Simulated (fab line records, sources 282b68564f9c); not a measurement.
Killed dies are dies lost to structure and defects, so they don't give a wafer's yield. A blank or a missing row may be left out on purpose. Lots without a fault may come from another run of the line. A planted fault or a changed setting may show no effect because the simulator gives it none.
Which tool did it? | flow rit_cmos | 13 lots, 39 wafers sampled, at 2 steps of a route of 202

WHAT THE GAUGES READ, wafer by wafer
The record holds no reading of a measuring or inspecting step that can be judged against a usual standard deviation.

WHICH TOOL RAN EACH LOT (tool, then ch and the chambers of the sampled wafers, then the start)
lot  | RIT_M1_METAL_ETCH_12             | RIT_M1_PROBE_99
L525 | rie_metal-03 ch 0, day 3 22:17   | -
L526 | rie_metal-02 ch 0,1, day 4 00:43 | -
L527 | rie_metal-01 ch 0,1, day 4 01:09 | -
L528 | rie_metal-03 ch 0,1, day 4 05:25 | -
L532 | rie_metal-02 ch 0,1, day 5 04:38 | prober-01, day 5 06:56
L533 | rie_metal-03 ch 0,1, day 5 10:55 | -
L538 | rie_metal-02 ch 0,1, day 6 06:34 | prober-01, day 6 08:51
L539 | rie_metal-01 ch 1, day 6 13:03   | -
L541 | rie_metal-02 ch 0,1, day 7 00:26 | -
L543 | rie_metal-02 ch 0,1, day 7 09:52 | prober-02, day 7 12:10
L545 | rie_metal-01 ch 0,1, day 7 13:08 | -
L546 | rie_metal-02 ch 0,1, day 7 21:51 | -
L548 | rie_metal-01 ch 0,1, day 8 07:57 | -
- RIT_M1_METAL_ETCH_12: etches Al in Cl2/BCl3, stops on SiO2, time 165 s, target depth 600 nm.
- RIT_M1_PROBE_99

WHAT THE TOOLS THEMSELVES READ (means of the sampled wafers that have a number; where no wafer has one, the mark that the record gives instead)
RIT_M1_METAL_ETCH_12. Usual: drypump_motor_current_A 5.9 A, standard deviation 0.36; mfc_cl2_sccm 60.00 sccm, standard deviation 0.2; oes_product_au 0.781 a.u., standard deviation 0.02; run_length_s 193.0 s, standard deviation 0.59; throttle_valve_pct 8.22 %, standard deviation 0.052.
lot  | tool         | drypump_motor_current_A (A) | mfc_cl2_sccm (sccm) | oes_product_au (a.u.) | run_length_s (s) | throttle_valve_pct (%) | flag
L525 | rie_metal-03 | 5.3                         | 59.99               | 0.802                 | 192.9            | 8.14                   |
L526 | rie_metal-02 | 6.3                         | 60.05               | 0.773                 | 192.7            | 8.26                   |
L527 | rie_metal-01 | 5.9                         | 60.18               | 0.773                 | 193.7            | 8.26                   |
L528 | rie_metal-03 | 5.6                         | 60.13               | 0.802                 | 192.7            | 8.16                   |
L532 | rie_metal-02 | 6.2                         | 59.94               | 0.762                 | 193.0            | 8.24                   |
L533 | rie_metal-03 | 5.6                         | 59.73               | 0.761                 | 208.2            | 8.17                   | OFF
L538 | rie_metal-02 | 6.2                         | 59.95               | 0.757                 | 193.5            | 8.25                   |
L539 | rie_metal-01 | 5.7                         | 59.74               | 0.783                 | 194.2            | 8.29                   |
L541 | rie_metal-02 | 6.3                         | 59.97               | 0.772                 | 193.0            | 8.25                   |
L543 | rie_metal-02 | 6.1                         | 59.98               | 0.767                 | 193.4            | 8.23                   |
L545 | rie_metal-01 | 5.8                         | 60.03               | 0.777                 | 193.7            | 8.27                   |
L546 | rie_metal-02 | 6.1                         | 60.18               | 0.759                 | 193.1            | 8.24                   |
L548 | rie_metal-01 | 6.0                         | 59.94               | 0.770                 | 192.9            | 8.23                   |

RIT_M1_PROBE_99. Usual: defect_limited_yield 97.5 %, standard deviation 1.1; killed_at_contacts 0.1, standard deviation 0.23; killed_at_front_end 6.6, standard deviation 2.8; killed_dies 6.6, standard deviation 2.8; killed_on_rim 1.8, standard deviation 1.4; killed_open 3.3, standard deviation 2; killed_short 3.2, standard deviation 1.7; sort_bin_3_pad_short 0.1 %, standard deviation 0.18; sort_bin_5_function 1.4 %, standard deviation 0.84; sort_bin_6_memory 1.0 %, standard deviation 0.64; sort_n_pass 257.4, standard deviation 2.8; sort_yield_pct 97.5 %, standard deviation 1.1.
lot  | tool      | defect_limited_yield (%) | killed_at_contacts | killed_at_front_end | killed_dies | killed_on_rim | killed_open | killed_short | sort_bin_3_pad_short (%) | sort_bin_5_function (%) | sort_bin_6_memory (%) | sort_n_pass | sort_yield_pct (%) | flag
L532 | prober-01 | 97.5                     | 0.0                | 6.7                 | 6.7         | 1.7           | 3.7         | 3.0          | 0.0                      | 1.9                     | 0.6                   | 257.3       | 97.5               |
L538 | prober-01 | 97.5                     | 0.0                | 6.7                 | 6.7         | 2.3           | 2.0         | 4.7          | 0.3                      | 1.3                     | 1.0                   | 257.3       | 97.5               |
L543 | prober-02 | 97.1                     | 0.0                | 7.7                 | 7.7         | 2.0           | 2.7         | 4.7          | 0.0                      | 1.6                     | 1.3                   | 256.3       | 97.1               |

THE ANSWER, worked out from the rows above alone
Rule: a lot is off if the mean of its wafers that have a number lies more than 3 standard deviations from the usual mean. A lot without any number at a reading at which 4 lots or more have one is off too. The other lots that the step has rows for count as sound. The gauges are gone through in route order, then the tools' own readings, and for those a lot's mean is taken as printed above. The first step at which some lot is off is used, and at that step the reading that is off furthest; a lot without a number counts as furthest.
Off: L533, at RIT_M1_METAL_ETCH_12 (run_length_s).
A tool fits if, at that step or a process step before it, it ran every lot that is off, and no sound lot after the first of them. One fits: rie_metal-03 at RIT_M1_METAL_ETCH_12. Its last sound lot is L528 (day 4 05:25), its first lot that is off L533 (day 5 10:55): a fault that began between those two fits.
The tool's own readings at RIT_M1_METAL_ETCH_12 bear it out: on the lots that are off they differ by more than 5 times the standard deviation of the sound lots' means. run_length_s reads 208.2 s there against 193.2 s on the sound lots.

WHAT THE SIMULATOR HAD PUT IN
Process parameter drift: rie_metal-03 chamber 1, from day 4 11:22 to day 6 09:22, at RIT_M1_METAL_ETCH_12. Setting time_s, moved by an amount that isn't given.
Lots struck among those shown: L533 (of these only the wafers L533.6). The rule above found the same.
